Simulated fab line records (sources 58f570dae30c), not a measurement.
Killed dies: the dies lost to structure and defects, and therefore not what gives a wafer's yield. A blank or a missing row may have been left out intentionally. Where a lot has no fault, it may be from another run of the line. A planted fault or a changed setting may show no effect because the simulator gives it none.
What tool caused it? | flow berkeley-cmos170 | Sampling: 14 lots, 42 wafers, 4 of 331 route steps

## WHAT THE GAUGES SHOWED, per wafer
UCB170_NSD_TW_MEAS_10. Usual: NSD_TW gives 4192 (standard deviation 29).
lot  | measured     | on            | NSD_TW         | flag
L417 | day 8 19:28  | film-metro-04 | 4243 4232 4258 |
L416 | day 8 19:29  | film-metro-01 | 4175 4170 4155 |
L419 | day 9 14:30  | film-metro-03 | 4188 4191 4201 |
L424 | day 10 07:46 | film-metro-03 | 4204 4185 4188 |
L426 | day 10 17:17 | film-metro-01 | 4316 4306 4312 | OFF
L430 | day 11 07:54 | film-metro-04 | 4184 4214 4212 |
L428 | day 11 08:37 | film-metro-01 | 4309 4290 4306 | OFF
L431 | day 11 18:08 | film-metro-03 | 4169 4148 4163 |
L432 | day 11 18:24 | film-metro-01 | 4165 4151 4165 |
L433 | day 12 05:17 | film-metro-01 | 4172 4167 4154 |
L437 | day 12 14:32 | film-metro-01 | 4177 4173 4189 |
L435 | day 12 14:39 | film-metro-04 | 4211 4198 4200 |
L436 | day 12 15:15 | film-metro-04 | 4237 4235 4234 |
L438 | day 13 09:08 | film-metro-03 | 4199 4158 4153 |

UCB170_SDANNEAL_RS_MEAS_03: a four-point-probe measurement. Usual: NSD_RS gives 37.29 ohm/sq (standard deviation 0.085).
lot  | measured     | on            | NSD_RS (ohm/sq)   | flag
L417 | day 8 22:52  | film-metro-04 | 37.18 37.32 37.29 |
L416 | day 8 22:50  | film-metro-01 | 37.25 37.35 37.21 |
L419 | day 9 15:43  | film-metro-04 | 37.28 37.33 37.43 |
L424 | day 10 09:09 | film-metro-04 | 37.39 37.29 37.32 |
L426 | day 10 18:50 | film-metro-01 | 35.89 35.90 35.89 | OFF
L430 | day 11 09:31 | film-metro-04 | 37.17 37.20 37.25 |
L428 | day 11 10:16 | film-metro-03 | 35.95 36.03 35.90 | OFF
L431 | day 11 19:29 | film-metro-01 | 37.30 37.41 37.49 |
L432 | day 11 19:43 | film-metro-03 | 37.30 37.19 37.25 |
L433 | day 12 06:40 | film-metro-04 | 37.40 37.33 37.43 |
L437 | day 12 16:22 | film-metro-04 | 37.27 37.30 37.22 |
L435 | day 12 16:21 | film-metro-01 | 37.16 37.37 37.25 |
L436 | day 12 16:50 | film-metro-04 | 37.42 37.40 37.37 |
L438 | day 13 11:57 | film-metro-03 | 37.21 37.23 37.21 |

## WHAT TOOL EACH LOT RAN ON (gives the tool, then ch and the chambers of the sampled wafers, and finally the start)
lot  | UCB170_NSD_IMPLANT_08           | UCB170_NSD_STRIP_09
L417 | implanter-01 ch 0, day 8 19:14  | plasma-asher-02 ch 0,1, day 8 19:22
L416 | implanter-04 ch 0, day 8 19:14  | plasma-asher-04 ch 0,1, day 8 19:23
L419 | implanter-03 ch 0, day 9 14:16  | plasma-asher-01 ch 0,1, day 9 14:23
L424 | implanter-04 ch 0, day 10 07:31 | plasma-asher-02 ch 0,1, day 10 07:40
L426 | implanter-04 ch 0, day 10 17:03 | plasma-asher-02 ch 0,1, day 10 17:10
L430 | implanter-03 ch 0, day 11 07:40 | plasma-asher-01 ch 0,1, day 11 07:47
L428 | implanter-04 ch 0, day 11 08:22 | plasma-asher-02 ch 0,1, day 11 08:31
L431 | implanter-01 ch 0, day 11 17:55 | plasma-asher-02 ch 0,1, day 11 18:03
L432 | implanter-03 ch 0, day 11 18:10 | plasma-asher-04 ch 0,1, day 11 18:17
L433 | implanter-01 ch 0, day 12 05:02 | plasma-asher-01 ch 0,1, day 12 05:11
L437 | implanter-03 ch 0, day 12 14:18 | plasma-asher-04 ch 0,1, day 12 14:26
L435 | implanter-01 ch 0, day 12 14:24 | plasma-asher-01 ch 0,1, day 12 14:33
L436 | implanter-03 ch 0, day 12 15:00 | plasma-asher-02 ch 0,1, day 12 15:09
L438 | implanter-03 ch 0, day 13 08:53 | plasma-asher-01 ch 0,1, day 13 09:02
- UCB170_NSD_IMPLANT_08
- UCB170_NSD_STRIP_09: strips in O2.

## AS READ BY THE TOOLS THEMSELVES (means over the sampled wafers that have a number; for cases with no such wafer, the mark the record gives instead)
UCB170_NSD_IMPLANT_08. Usual: beam-energy-keV 40.002, standard deviation 0.011; end-station-pressure-torr 1.26e-05 Torr, standard deviation 6.7e-07.
lot  | tool         | beam-energy-keV | end-station-pressure-torr (Torr) | flag
L417 | implanter-01 | 40.010          | 1.26e-05                         |
L416 | implanter-04 | 40.003          | 1.28e-05                         |
L419 | implanter-03 | 40.000          | 1.28e-05                         |
L424 | implanter-04 | 40.000          | 1.22e-05                         |
L426 | implanter-04 | 45.210          | 1.29e-05                         | OFF
L430 | implanter-03 | 39.991          | 1.25e-05                         |
L428 | implanter-04 | 45.209          | 1.23e-05                         | OFF
L431 | implanter-01 | 39.993          | 1.26e-05                         |
L432 | implanter-03 | 39.997          | 1.23e-05                         |
L433 | implanter-01 | 40.001          | 1.16e-05                         |
L437 | implanter-03 | 39.996          | 1.25e-05                         |
L435 | implanter-01 | 39.997          | 1.31e-05                         |
L436 | implanter-03 | 40.017          | 1.23e-05                         |
L438 | implanter-03 | 40.015          | 1.29e-05                         |

UCB170_NSD_STRIP_09. Usual: drypump-motor-current-A 6.0 A, standard deviation 0.49; oes-product-au 0.534 a.u., standard deviation 0.0047; strip-time-to-endpoint-s 35.80 s, standard deviation 0.068.
lot  | tool            | drypump-motor-current-A (A) | oes-product-au (a.u.) | strip-time-to-endpoint-s (s) | flag
L417 | plasma-asher-02 | 5.6                         | 0.531                 | 35.74                        |
L416 | plasma-asher-04 | 5.9                         | 0.534                 | 35.84                        |
L419 | plasma-asher-01 | 6.6                         | 0.532                 | 35.86                        |
L424 | plasma-asher-02 | 6.0                         | 0.537                 | 35.79                        |
L426 | plasma-asher-02 | 5.6                         | 0.516                 | 37.69                        | OFF
L430 | plasma-asher-01 | 6.5                         | 0.535                 | 35.82                        |
L428 | plasma-asher-02 | 5.6                         | 0.515                 | 37.61                        | OFF
L431 | plasma-asher-02 | 5.6                         | 0.538                 | 35.62                        |
L432 | plasma-asher-04 | 5.8                         | 0.532                 | 35.86                        |
L433 | plasma-asher-01 | 6.5                         | 0.535                 | 35.87                        |
L437 | plasma-asher-04 | 5.9                         | 0.533                 | 35.83                        |
L435 | plasma-asher-01 | 6.6                         | 0.536                 | 35.80                        |
L436 | plasma-asher-02 | 6.0                         | 0.535                 | 35.78                        |
L438 | plasma-asher-01 | 6.6                         | 0.534                 | 35.88                        |

## THE ANSWER, worked out from the rows above alone
Rule: lot off if the mean of its wafers having a number is beyond 3 standard deviations from the usual mean. Also off: a lot with no number at a reading for which 4 or more lots have one. The other lots that the step has rows for count as sound. After the gauges, taken in route order, come the tools' own readings; for these a lot's mean is taken, as printed above. At the first step where some lot is off, the reading lying furthest off is the one used; lots without a number count as furthest.
Off: at UCB170_NSD_TW_MEAS_10 (NSD_TW), L426, L428.
A tool fits if, at a process step before that reading, it ran every lot that is off, and no sound lot after the first of them. Not tried: the gauges at UCB170_NSD_TW_MEAS_10; whatever is off there is also off at UCB170_NSD_IMPLANT_08, on other tools, and gauge error can't account for it. One candidate fits, namely implanter-04 at UCB170_NSD_IMPLANT_08. A fault onset in the window from L424 (day 10 07:31, its last sound lot) to L426 (day 10 17:03, its first lot off) fits.
The tool's own readings at UCB170_NSD_IMPLANT_08 bear it out: on the lots that are off they differ by more than 5 times the standard deviation of the sound lots' means. beam-energy-keV reads 45.210 there against 40.002 on the sound lots.

## WHAT THE SIMULATOR HAD PUT IN
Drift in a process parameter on implanter-04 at UCB170_NSD_IMPLANT_08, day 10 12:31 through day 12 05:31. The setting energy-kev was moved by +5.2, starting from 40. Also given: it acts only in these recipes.
Struck lots among those shown: L426, L428. The rule given above showed the same thing.
